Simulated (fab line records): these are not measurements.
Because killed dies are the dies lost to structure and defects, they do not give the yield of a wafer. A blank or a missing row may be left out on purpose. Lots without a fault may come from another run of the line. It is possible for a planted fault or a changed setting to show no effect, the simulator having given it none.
Which tool did it? -- flow berkeley_cmos170 -- 14 lots with 42 wafers sampled at 4 steps, on a route of 331 steps

WHAT THE GAUGES SHOWED, per wafer
UCB170_ACTIVE_CD_MEAS_90: target cd 1200 nm.
lot,measured,on,cd_nm (nm)
L534,day 4 18:37,cd_sem-01,1200.7 1199.6 1200.7
L535,day 4 18:44,cd_sem-01,1200.4 1198.8 1199.6
L537,day 5 08:57,cd_sem-02,1198.7 1198.3 1197.0
L543,day 6 13:14,cd_sem-02,1201.9 1200.9 1201.9
L545,day 6 21:19,cd_sem-01,1199.3 1198.9 1199.5
L544,day 6 21:53,cd_sem-02,1198.9 1198.4 1198.6
L546,day 7 03:32,cd_sem-01,1200.6 1201.3 1201.5
L547,day 7 16:32,cd_sem-01,1201.1 1200.8 1200.5
L548,day 7 16:18,cd_sem-01,1200.3 1199.2 1198.5
L550,day 8 09:40,cd_sem-02,1197.7 1196.8 1198.6
L552,day 8 10:20,cd_sem-02,1200.2 1199.3 1198.3
L554,day 9 03:55,cd_sem-02,1201.6 1200.7 1200.7
L555,day 9 11:20,cd_sem-01,1197.2 1197.1 1197.2
L557,day 9 21:17,cd_sem-02,1198.4 1198.6 1198.6

UCB170_SACOX_THK_MEAS_02.
lot,measured,on,SACOX_OXIDE_THK (nm)
L534,day 5 18:54,film_metro-03,14.1 14.3 14.2
L535,day 5 18:53,film_metro-04,14.4 14.4 14.3
L537,day 6 09:45,film_metro-02,14.4 14.3 14.0
L543,day 7 16:55,film_metro-04,14.2 14.4 14.2
L545,day 8 01:17,film_metro-03,14.6 14.4 14.9
L544,day 8 01:18,film_metro-02,14.9 15.2 15.0
L546,day 8 06:58,film_metro-04,14.7 14.6 14.7
L547,day 8 20:24,film_metro-04,13.8 14.0 13.9
L548,day 8 20:28,film_metro-04,13.5 13.5 13.7
L550,day 9 13:14,film_metro-03,13.9 14.1 13.9
L552,day 9 13:13,film_metro-02,14.3 14.3 13.9
L554,day 10 03:10,film_metro-04,14.4 14.5 14.6
L555,day 10 14:07,film_metro-03,14.0 13.9 14.2
L557,day 10 22:53,film_metro-04,14.7 14.3 14.6

UCB170_SCREENOX_THK_MEAS_02.
lot,measured,on,SCREENOX_OXIDE_THK (nm)
L534,day 6 01:39,film_metro-02,14.25 14.40 14.27
L535,day 6 01:41,film_metro-02,13.98 14.14 14.08
L537,day 6 14:09,film_metro-03,13.55 13.94 13.90
L543,day 8 00:41,film_metro-02,13.63 13.56 13.51
L545,day 8 08:04,film_metro-02,13.79 13.91 13.74
L544,day 8 08:05,film_metro-03,13.58 13.62 13.52
L546,day 8 13:05,film_metro-03,14.02 13.75 13.83
L547,day 9 03:14,film_metro-02,14.38 14.12 14.57
L548,day 9 03:14,film_metro-03,14.10 13.80 13.89
L550,day 9 19:44,film_metro-01,14.10 14.11 13.96
L552,day 9 19:43,film_metro-02,13.70 14.01 13.94
L554,day 10 11:14,film_metro-03,13.72 13.92 13.59
L555,day 10 22:02,film_metro-03,13.83 13.76 14.07
L557,day 11 05:43,film_metro-01,14.27 14.15 14.30

EACH LOT AND THE TOOL THAT RAN IT (in order: tool; ch and the chambers of the sampled wafers; start)
lot,UCB170_NWELL_IMPLANT_14
L534,"implanter-02 ch 0, day 2 08:19"
L535,"implanter-02 ch 0, day 2 13:13"
L537,"implanter-03 ch 0, day 2 23:55"
L543,"implanter-04 ch 0, day 4 04:56"
L545,"implanter-04 ch 0, day 4 16:31"
L544,"implanter-02 ch 0, day 4 16:48"
L546,"implanter-02 ch 0, day 5 00:07"
L547,"implanter-03 ch 0, day 5 07:46"
L548,"implanter-03 ch 0, day 5 08:25"
L550,"implanter-03 ch 0, day 5 23:43"
L552,"implanter-03 ch 0, day 6 07:20"
L554,"implanter-03 ch 0, day 6 17:02"
L555,"implanter-03 ch 0, day 7 00:26"
L557,"implanter-02 ch 0, day 7 13:36"
- UCB170_NWELL_IMPLANT_14

AS READ BY THE TOOLS THEMSELVES (means over the sampled wafers that have a number; for cases with no such wafer, the mark the record gives instead)
UCB170_NWELL_IMPLANT_14.
lot,tool,dose_ions_cm2
L534,implanter-02,1.000e+13
L535,implanter-02,9.997e+12
L537,implanter-03,1.001e+13
L543,implanter-04,9.808e+12
L545,implanter-04,9.794e+12
L544,implanter-02,9.999e+12
L546,implanter-02,9.999e+12
L547,implanter-03,9.995e+12
L548,implanter-03,1.000e+13
L550,implanter-03,1.001e+13
L552,implanter-03,9.995e+12
L554,implanter-03,1.000e+13
L555,implanter-03,9.991e+12
L557,implanter-02,9.995e+12

THE ANSWER, worked out from the rows above alone
Rule: what is usual is taken from the lots themselves. The widest of any qualifying gaps counts: lots, ordered by their means at a reading, are off when they make up no more than a third of the lots, leave a main group of 4 or more, and stand apart from it by 3 or more times the standard deviation of that group's means. If all means in a main group match to the digits the tables above print for the reading, that group is not used. Also off: a lot with no number at a reading for which 4 or more lots have one. The other lots that the step has rows for count as sound. First the gauges in route order, then the tools' own readings, where a lot's mean is used as printed above. The first step at which some lot is off is used, and at that step the reading that is off furthest; a lot without a number counts as furthest.
Off, at UCB170_NWELL_IMPLANT_14 on dose_ions_cm2: L543, L545. The main group: mean 9.999e+12, standard deviation 5.5e+09.
A tool fits if, at that step or a process step before it, it ran every lot that is off, and no sound lot after the first of them. One fits: implanter-04 at UCB170_NWELL_IMPLANT_14. It ran no sound lot before its first lot that is off in this sample, so the start can't be narrowed down.
The tool's own readings at UCB170_NWELL_IMPLANT_14 bear it out: on the lots that are off they differ by more than 5 times the standard deviation of the sound lots' means. dose_ions_cm2 reads 9.801e+12 there against 9.999e+12 on the sound lots.

WHAT THE SIMULATOR HAD INSERTED
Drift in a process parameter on implanter-04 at UCB170_NWELL_IMPLANT_14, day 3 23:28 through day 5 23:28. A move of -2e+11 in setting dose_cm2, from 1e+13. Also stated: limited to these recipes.
Lots struck among those shown: L543, L545. The rule above reached the same finding.
